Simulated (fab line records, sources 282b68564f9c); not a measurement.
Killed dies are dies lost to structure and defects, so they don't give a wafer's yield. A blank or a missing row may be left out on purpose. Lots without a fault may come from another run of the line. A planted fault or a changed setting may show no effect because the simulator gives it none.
A struck lot beside a sound one | flow rit_cmos | 44 steps out of a route of 202
Sound: wafers L171.1, L171.4, L171.6. Struck: wafers L180.3, L180.4, L180.5. The cause comes at the end.
At each step with rows: each side's tool, then ch and its chambers, then its first start. Under that, the readings that differ: sound wafers | struck wafers | difference of the means | sigmas: that difference in standard deviations of wafers without a fault.
alike: readings whose means differ by less than 2 such deviations, and words and numbers that are the same on both sides. not compared: withheld readings, readings that some wafer has no value for, bounds like >300 that may hide the same value, and numbers for which the record gives no deviation and whose values overlap.
The two part at a step that has a row with sigmas, a row that says differs or no value, or rows on one side only. Numbers that don't overlap but have no deviation are shown without sigmas and don't part them. A reading that every wafer of one side lacks parts them only if that side has two wafers or more.

first, 2 steps without rows for these wafers: RIT_NLDD_HARDBAKE_07 (time 60 s); RIT_NLDD_IMPLANT_08.
RIT_NLDD_STRIP_09: strips in O2, time 180 s.
  sound on plasma_asher-03 ch 0,1, day 3 06:34; struck on plasma_asher-02 ch 0,1, day 5 01:46
  alike: drypump_motor_current_A, o2_flow_sccm
  not compared: rf_hours_counter_h
RIT_NLDD_TW_MEAS_10:
  sound on film_metro-02, day 3 06:45; struck on film_metro-02, day 5 01:55
  alike: NLDD_TW
then, 6 steps without rows for these wafers: RIT_PLDD_HMDS_00 (prime time 60 s); RIT_PLDD_COAT_01 (resist thk 1000 nm); RIT_PLDD_SOFTBAKE_02 (time 60 s); RIT_PLDD_EXPOSE_03 (exposes mask M8, target cd 40900 nm); RIT_PLDD_PEB_04; RIT_PLDD_DEVELOP_05 (develop time 50 s).
RIT_PLDD_OVL_MEAS_06:
  sound on overlay-02, day 3 07:49; struck on overlay-02, day 5 02:56
  alike: PLDD_OVL
then, 1 step without rows for these wafers: RIT_PLDD_HARDBAKE_07 (time 60 s).
RIT_PLDD_IMPLANT_08:
  sound on implanter-03 ch 0, day 3 08:00; struck on implanter-04 ch 0, day 5 03:10
  reading            | sound             | struck            | difference | sigmas
  tilt_deg (degrees) | 7.044 7.006 7.013 | 7.791 7.801 7.815 | +0.781     | +43
  alike: beam_energy_keV
RIT_PLDD_STRIP_09: strips in O2, time 180 s.
  sound on plasma_asher-04 ch 0,1, day 3 08:09; struck on plasma_asher-01 ch 0,1, day 5 03:19
  alike: drypump_motor_current_A, o2_flow_sccm
  not compared: rf_hours_counter_h
RIT_PLDD_TW_MEAS_10:
  sound on film_metro-04, day 3 08:19; struck on film_metro-02, day 5 03:27
  alike: PLDD_TW
then, 4 steps without rows for these wafers: RIT_SPACER_CLEAN_00 (cleans in SC1, time 600 s); RIT_SPACER_CLEAN_01 (cleans in dHF, time 30 s); RIT_SPACER_CLEAN_02 (cleans in SC2, time 600 s); RIT_SPACER_CVD_03 (deposits Si3N4 from SiH2Cl2/NH3, target thk 250 nm, time 3300 s).
RIT_SPACER_THK_MEAS_04:
  sound on film_metro-04, day 3 10:42; struck on film_metro-04, day 5 05:48
  alike: SPACER_NITRIDE_THK
RIT_SPACER_ETCHBACK_05: etches Si3N4 in SF6/CHF3, stops on SiO2, target depth 250 nm, time 240 s.
  sound on rie_diel-02 ch 0,1,2, day 3 10:46; struck on rie_diel-01 ch 0,2,3, day 5 05:50
  alike: drypump_motor_current_A, oes_product_au, throttle_valve_pct
  not compared: rf_hours_counter_h
then, 6 steps without rows for these wafers: RIT_NSD_HMDS_00 (prime time 60 s); RIT_NSD_COAT_01 (resist thk 1000 nm); RIT_NSD_SOFTBAKE_02 (time 60 s); RIT_NSD_EXPOSE_03 (exposes mask M9, target cd 40700 nm); RIT_NSD_PEB_04; RIT_NSD_DEVELOP_05 (develop time 50 s).
RIT_NSD_OVL_MEAS_06:
  sound on overlay-02, day 3 11:53; struck on overlay-02, day 5 06:59
  reading      | sound          | struck      | difference | sigmas
  NSD_OVL (nm) | -0.4 -1.2 -2.7 | 2.2 2.1 1.8 | +3.5       | +2
then, 2 steps without rows for these wafers: RIT_NSD_HARDBAKE_07 (time 60 s); RIT_NSD_IMPLANT_08.
RIT_NSD_STRIP_09: strips in O2, time 180 s.
  sound on plasma_asher-02 ch 0,1, day 3 12:13; struck on plasma_asher-03 ch 0,1, day 5 07:22
  alike: drypump_motor_current_A, o2_flow_sccm
  not compared: rf_hours_counter_h
RIT_NSD_TW_MEAS_10:
  sound on film_metro-04, day 3 12:24; struck on film_metro-04, day 5 07:29
  alike: NSD_TW
then, 6 steps without rows for these wafers: RIT_PSD_HMDS_00 (prime time 60 s); RIT_PSD_COAT_01 (resist thk 1000 nm); RIT_PSD_SOFTBAKE_02 (time 60 s); RIT_PSD_EXPOSE_03 (exposes mask M10, target cd 40900 nm); RIT_PSD_PEB_04; RIT_PSD_DEVELOP_05 (develop time 50 s).
RIT_PSD_OVL_MEAS_06:
  sound on overlay-02, day 3 13:26; struck on overlay-02, day 5 08:31
  alike: PSD_OVL
then, 2 steps without rows for these wafers: RIT_PSD_HARDBAKE_07 (time 60 s); RIT_PSD_IMPLANT_08.
RIT_PSD_STRIP_09: strips in O2, time 180 s.
  sound on plasma_asher-02 ch 0,1, day 3 13:46; struck on plasma_asher-02 ch 0,1, day 5 08:54
  alike: drypump_motor_current_A, o2_flow_sccm
  not compared: rf_hours_counter_h
RIT_SDANNEAL_RS_MEAS_06: measures by four-point-probe.
  sound on film_metro-02, day 3 14:43; struck on film_metro-04, day 5 09:47
  reading          | sound             | struck | difference                    | sigmas
  PLDD_RS (ohm/sq) | 179.3 178.8 179.5 | - - -  | no value on the struck wafers |
RIT_M1_PROBE_99:
  sound on prober-02, day 3 22:03; struck on prober-01, day 5 17:02
  reading                             | sound           | struck            | difference | sigmas
  killed_at_front_end                 | 4 1 4           | 6 14 12           | +8         | +2
  killed_dies                         | 5 1 4           | 6 14 12           | +7         | +2
  killed_open                         | 2 0 1           | 4 8 6             | +5         | +2
  model.etest.pmos_turned.r_on_ohm_um | 3305 3313 3320  | 3577 3495 3585    | +240       |
  model.etest.pmos_turned.drive_ua_um | 203.2 203.9 203 | 177.9 180.8 182.6 | -22.9      |
  alike: killed_at_contacts, killed_short

WHERE THEY PART
First at RIT_PLDD_IMPLANT_08; last, within this record, at RIT_M1_PROBE_99.

WHY: what the simulator had put in
Process parameter drift: implanter-04, from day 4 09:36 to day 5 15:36, at RIT_PLDD_IMPLANT_08. Setting tilt_deg, moved by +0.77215, from 7. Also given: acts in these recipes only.
